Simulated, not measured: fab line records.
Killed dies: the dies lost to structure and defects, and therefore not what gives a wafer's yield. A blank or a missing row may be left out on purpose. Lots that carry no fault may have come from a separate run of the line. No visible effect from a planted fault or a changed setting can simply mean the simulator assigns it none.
A struck lot beside a sound one / flow rit-cmos / 15 steps out of a route of 202
Sound: these wafers, L613.1, L613.2, L613.6. Wafers struck: L624.1, L624.2, L624.5. The cause comes at the end.
For every step that has rows: the tool of each side, followed by ch and its chambers, followed by its first start. Under that, the readings that differ: sound wafers / struck wafers / difference of the means / sigmas: that difference in standard deviations of wafers without a fault.
alike: words and numbers the same on both sides, and readings whose means are apart by under 2 such deviations; not compared: readings that were withheld, readings missing a value for some wafer, numbers with overlapping values and no deviation given by the record, and bounds like >300 which may hide the same value.
The two part at a step that has a row with sigmas, a row that says differs or no value, or rows on one side only. Non-overlapping numbers with no deviation appear without sigmas and do not part them. Lack of a reading on every wafer of one side parts them only where that side has two or more wafers.

first, 1 step without rows for these wafers: RIT_SDANNEAL_CLEAN_02 (cleans in SC2, time 600 s).
RIT_SDANNEAL_RTA_03: time 5 s.
  sound on rtp-anneal-01 ch 0, day 5 01:26; struck on rtp-anneal-02 ch 0, day 7 08:31
  alike: wafer_temp_C_max
RIT_SDANNEAL_RS_MEAS_04: a four-point-probe measurement.
  sound on film-metro-04 at day 5 01:30; struck on film-metro-01 at day 7 08:35
  alike: PSD_RS
RIT_SDANNEAL_RS_MEAS_05: a four-point-probe measurement.
  sound on film-metro-04 at day 5 01:37; struck on film-metro-01 at day 7 08:42
  alike: NSD_RS
RIT_SDANNEAL_RS_MEAS_06: a four-point-probe measurement.
  sound on film-metro-04 at day 5 01:44; struck on film-metro-01 at day 7 08:49
  alike: PLDD_RS
RIT_SDANNEAL_RS_MEAS_07: a four-point-probe measurement.
  sound on film-metro-04 at day 5 01:52; struck on film-metro-01 at day 7 08:56
  alike: NLDD_RS
then, 1 step without rows for these wafers: RIT_SILICIDE_WET_ETCH_00 (etches SiO2 in BOE, target depth 14 nm, time 15 s).
RIT_SILICIDE_SPUTTER_01: material Ti, target thk 30 nm, time 240 s.
  sound on pvd-sputter-04 at day 5 01:59; struck on pvd-sputter-04 at day 7 09:04
  alike: throttle-valve-pct
RIT_SILICIDE_RS_MEAS_02: a four-point-probe measurement.
  sound on film-metro-03 at day 5 02:08; struck on film-metro-02 at day 7 09:13
  alike: SILICIDE_TI_RS
RIT_SILICIDE_THK_MEAS_03: measures by xrf.
  sound on film-metro-03 at day 5 02:16; struck on film-metro-02 at day 7 09:20
  alike: SILICIDE_TI_THK
RIT_SILICIDE_RTA_04: time 10 s, ramp up 5 s, ramp down 5 s.
  sound on rtp-anneal-02 ch 0, day 5 02:19; struck on rtp-anneal-01 ch 0, day 7 09:24
  alike: wafer_temp_C_max
then, 1 step without rows for these wafers: RIT_SILICIDE_WET_ETCH_05 (etches Ti in SPM, time 120 s).
RIT_SILICIDE_RTA_06: time 10 s, ramp up 5 s, ramp down 10 s.
  sound on rtp-anneal-01 ch 0, day 5 02:26; struck on rtp-anneal-02 ch 0, day 7 09:31
reading=wafer_temp_C_max; sound=754.5 755.1 754.8; struck=692.7 692.1 692.3; difference=-62.4; sigmas=-57
RIT_CONTACT_CVD_00: deposits SiO2 from TEOS, target thk 400 nm, time 61 s.
  sound on pecvd-02 ch 0,1,2, day 5 02:29; struck on pecvd-04 ch 1,2, day 7 09:35
reading=heater-power-w (W); sound=400 299 360; struck=289 305 205; difference=-87; sigmas=-2
RIT_M1_PROBE_99:
  sound on prober-01 at day 5 09:00; struck on prober-02 at day 7 16:20
reading=model.etest.npoly-sal.rs-ohm-sq; sound=4.387 4.419 4.407; struck=14.03 13.98 13.79; difference=+9.53; sigmas=
reading=model.etest.ppoly-sal.rs-ohm-sq; sound=4.362 4.371 4.383; struck=13.67 13.56 13.4; difference=+9.17; sigmas=
reading=model.etest.pplus-sal.rs-ohm-sq; sound=4.377 4.38 4.344; struck=13.57 13.57 13.34; difference=+9.13; sigmas=
reading=model.etest.nplus-sal.rs-ohm-sq; sound=4.371 4.359 4.308; struck=13.45 13.47 13.25; difference=+9.04; sigmas=
reading=model.etest.pplus-sal.line-ohm-um; sound=1.279 1.257 1.252; struck=3.913 3.892 3.926; difference=+2.648; sigmas=
reading=model.etest.nplus-sal.line-ohm-um; sound=1.264 1.24 1.285; struck=3.865 3.83 3.899; difference=+2.602; sigmas=
reading=model.etest.contact-npoly.rc-ohm; sound=1.355 1.42 1.428; struck=3.893 3.919 3.909; difference=+2.506; sigmas=
reading=model.etest.contact-nplus.rc-ohm; sound=1.43 1.395 1.385; struck=3.807 3.986 3.982; difference=+2.522; sigmas=
  alike: killed_at_M0_to_M3, killed-at-contacts, killed-at-front-end, killed-dies, killed-open, killed-short

== WHERE THEY PART ==
At RIT_SILICIDE_RTA_06 first; at RIT_CONTACT_CVD_00 last (within this record only). Later steps at which nothing parts them and some readings are alike: RIT_M1_PROBE_99.

WHY: whatever the simulator had introduced
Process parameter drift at RIT_SILICIDE_RTA_06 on rtp-anneal-02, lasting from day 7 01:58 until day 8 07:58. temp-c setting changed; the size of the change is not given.
